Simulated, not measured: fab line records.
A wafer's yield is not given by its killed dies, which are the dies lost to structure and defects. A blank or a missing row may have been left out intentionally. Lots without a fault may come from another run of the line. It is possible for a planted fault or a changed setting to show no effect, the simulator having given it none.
Which of the tools did it? -- flow rit_cmos -- 15 lots (45 wafers sampled), 1 step of a 202-step route

== WHAT THE GAUGES READ, wafer by wafer ==
The record lacks any reading of a measuring or inspecting step that a usual standard deviation could be used to judge.

== EACH LOT AND THE TOOL THAT RAN IT (in order: tool; ch and the chambers of the sampled wafers; start) ==
lot,RIT_M1_EXPOSE_06
L214,"iline_stepper-02 ch 0, day 3 10:52"
L216,"iline_stepper-01 ch 0, day 3 21:19"
L217,"iline_stepper-02 ch 0, day 3 23:01"
L218,"iline_stepper-02 ch 0, day 4 06:31"
L219,"iline_stepper-02 ch 0, day 4 11:11"
L220,"iline_stepper-01 ch 0, day 4 14:20"
L224,"iline_stepper-02 ch 0, day 5 12:11"
L226,"iline_stepper-01, day 5 23:26"
L227,"iline_stepper-02, day 6 01:59"
L228,"iline_stepper-01, day 6 08:30"
L229,"iline_stepper-02 ch 0, day 6 10:43"
L232,"iline_stepper-02 ch 0, day 7 05:20"
L234,"iline_stepper-02 ch 0, day 7 15:07"
L235,"iline_stepper-02 ch 0, day 7 16:49"
L236,"iline_stepper-01 ch 0, day 7 23:22"
- RIT_M1_EXPOSE_06: exposes mask M12, target cd 2600 nm.

== WHAT THE TOOLS THEMSELVES READ (means of the sampled wafers that have a number; where no wafer has one, the mark that the record gives instead) ==
RIT_M1_EXPOSE_06. Usual: exposure_dose_mJ_cm2 250.07, standard deviation 0.25; focus_offset_nm 0.0 nm, standard deviation 0.44; reticle_temp_C 22.99 C, standard deviation 0.1.
lot,tool,exposure_dose_mJ_cm2,focus_offset_nm (nm),reticle_temp_C (C),flag
L214,iline_stepper-02,249.87,0.0,23.05,
L216,iline_stepper-01,250.07,0.2,23.06,
L217,iline_stepper-02,249.99,-0.0,22.98,
L218,iline_stepper-02,249.78,0.5,22.98,
L219,iline_stepper-02,249.86,-0.1,22.99,
L220,iline_stepper-01,250.50,0.4,22.81,
L224,iline_stepper-02,250.22,0.1,22.97,
L226,iline_stepper-01,-,-,-,OFF
L227,iline_stepper-02,-,-,-,OFF
L228,iline_stepper-01,-,-,-,OFF
L229,iline_stepper-02,250.19,0.2,23.00,
L232,iline_stepper-02,249.64,-0.5,23.02,
L234,iline_stepper-02,250.20,0.2,23.10,
L235,iline_stepper-02,250.28,-0.0,22.95,
L236,iline_stepper-01,250.00,-0.6,22.93,

== THE ANSWER, worked out from the rows above alone ==
Rule: lot off if the mean of its wafers having a number is beyond 3 standard deviations from the usual mean. A lot without any number at a reading at which 4 lots or more have one is off too. All remaining lots with rows at the step are treated as sound. After the gauges, taken in route order, come the tools' own readings; for these a lot's mean is taken, as printed above. At the first step where some lot is off, the reading lying furthest off is the one used; lots without a number count as furthest.
Off: L226, L227, L228 (RIT_M1_EXPOSE_06, exposure_dose_mJ_cm2). Without a number there: L226, L227, L228.
A tool fits if, at that step or a process step before it, it ran every lot that is off, and no sound lot after the first of them. Not one of the candidates tried fits.

== WHAT HAD BEEN PUT IN BY THE SIMULATOR ==
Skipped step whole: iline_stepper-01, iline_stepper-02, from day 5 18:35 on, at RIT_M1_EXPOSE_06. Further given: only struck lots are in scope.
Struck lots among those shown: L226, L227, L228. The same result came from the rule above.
